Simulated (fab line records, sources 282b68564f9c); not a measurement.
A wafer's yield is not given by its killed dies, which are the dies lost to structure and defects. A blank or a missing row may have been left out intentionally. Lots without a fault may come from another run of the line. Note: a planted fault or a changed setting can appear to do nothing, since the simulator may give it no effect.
Struck lot and sound lot, side by side ; flow ritCmos ; 14 steps out of a route of 202
Sound: wafers L965.3, L965.4, L965.5. Struck: wafers L969.2, L969.5, L969.6. The cause comes at the end.
At each step with rows: each side's tool, then ch and its chambers, then its first start. Under that, the readings that differ: sound wafers ; struck wafers ; difference of the means ; sigmas: that difference in standard deviations of wafers without a fault.
alike: readings with means less than 2 such deviations apart, plus words and numbers identical on both sides. not compared: withheld readings, readings lacking a value on some wafer, bounds such as >300 that could conceal the same value, and numbers that have no deviation in the record and whose values overlap.
Wherever a step has rows on one side only, a row that says differs or no value, or a row with sigmas, the two part there. Non-overlapping numbers with no deviation appear without sigmas and do not part them. A reading missing from all wafers of one side parts the sides only when that side holds two or more wafers.

first, 2 steps without rows for these wafers: RIT_PLDD_PEB_04; RIT_PLDD_DEVELOP_05 (develop time 50 s).
RIT_PLDD_OVL_MEAS_06:
  struck on overlay-01, day 5 19:15; sound on overlay-01, day 4 19:39
  alike: PLDD_OVL
then, 2 steps without rows for these wafers: RIT_PLDD_HARDBAKE_07 (time 60 s); RIT_PLDD_IMPLANT_08.
RIT_PLDD_STRIP_09: strips in O2, time 180 s.
  sound on plasmaAsher-03 ch 0,1, day 4 20:02; struck on plasmaAsher-04 ch 0,1, day 5 19:35
  alike: drypumpMotorCurrentA
  not compared: rfHoursCounterH
RIT_PLDD_TW_MEAS_10:
  struck on filmMetro-02, day 5 19:46; sound on filmMetro-04, day 4 20:10
reading;sound;struck;difference;sigmas
PLDD_TW;2377 2376 2382;2331 2342 2334;-43;-3
then, 4 steps without rows for these wafers: RIT_SPACER_CLEAN_00 (cleans in SC1, time 600 s); RIT_SPACER_CLEAN_01 (cleans in dHF, time 30 s); RIT_SPACER_CLEAN_02 (cleans in SC2, time 600 s); RIT_SPACER_CVD_03 (deposits Si3N4 from SiH2Cl2/NH3, target thk 250 nm, time 3300 s).
RIT_SPACER_THK_MEAS_04:
  struck on filmMetro-02, day 5 22:07; sound on filmMetro-02, day 4 22:31
reading;sound;struck;difference;sigmas
SPACER_NITRIDE_THK (nm);252.0 252.8 250.2;244.8 244.2 246.4;-6.5;-3
RIT_SPACER_ETCHBACK_05: etches Si3N4 in SF6/CHF3, stops on SiO2, target depth 250 nm, time 240 s.
  sound on rieDiel-02 ch 0,1,3, day 4 22:34; struck on rieDiel-03 ch 0,3, day 5 22:10
reading;sound;struck;difference;sigmas
oesProductAu (a.u.);0.852 0.871 0.861;0.760 0.752 0.744;-0.109;-7
model.etch.depthNm (nm);252.1 252.7 250.4;222.1 220.4 217.3;-31.8;
model.poly-Si_of_GATE_CVD_08.thkNm (nm);167.7 166.8 165.4;187.9 189.2 189.1;+22.1;
model.Si3N4_of_SPACER_CVD_03.thkNm (nm);197.4 197.3 195.3;207.1 207 209.5;+11.2;
  alike: drypumpMotorCurrentA, throttleValvePct
  not compared: rfHoursCounterH
RIT_M1_PROBE_99:
  struck on prober-02, day 6 09:31; sound on prober-02, day 5 09:46
reading;sound;struck;difference;sigmas
hold;- - -;awaitDispo/2.5h/scrap awaitDispo/2.5h/scrap awaitDispo/2.5h/scrap;no value on the sound wafers;
killedAtFrontEnd;7 2 7;264 264 264;+259;+92
killedDies;7 2 7;264 264 264;+259;+89
killedOnRim;3 0 1;70 70 70;+69;+46
  alike: killedAtContacts, killedOpen, killedShort

WHERE THEY PART
At RIT_PLDD_TW_MEAS_10 first; at RIT_M1_PROBE_99 last (within this record only).

WHY: what had been put in by the simulator
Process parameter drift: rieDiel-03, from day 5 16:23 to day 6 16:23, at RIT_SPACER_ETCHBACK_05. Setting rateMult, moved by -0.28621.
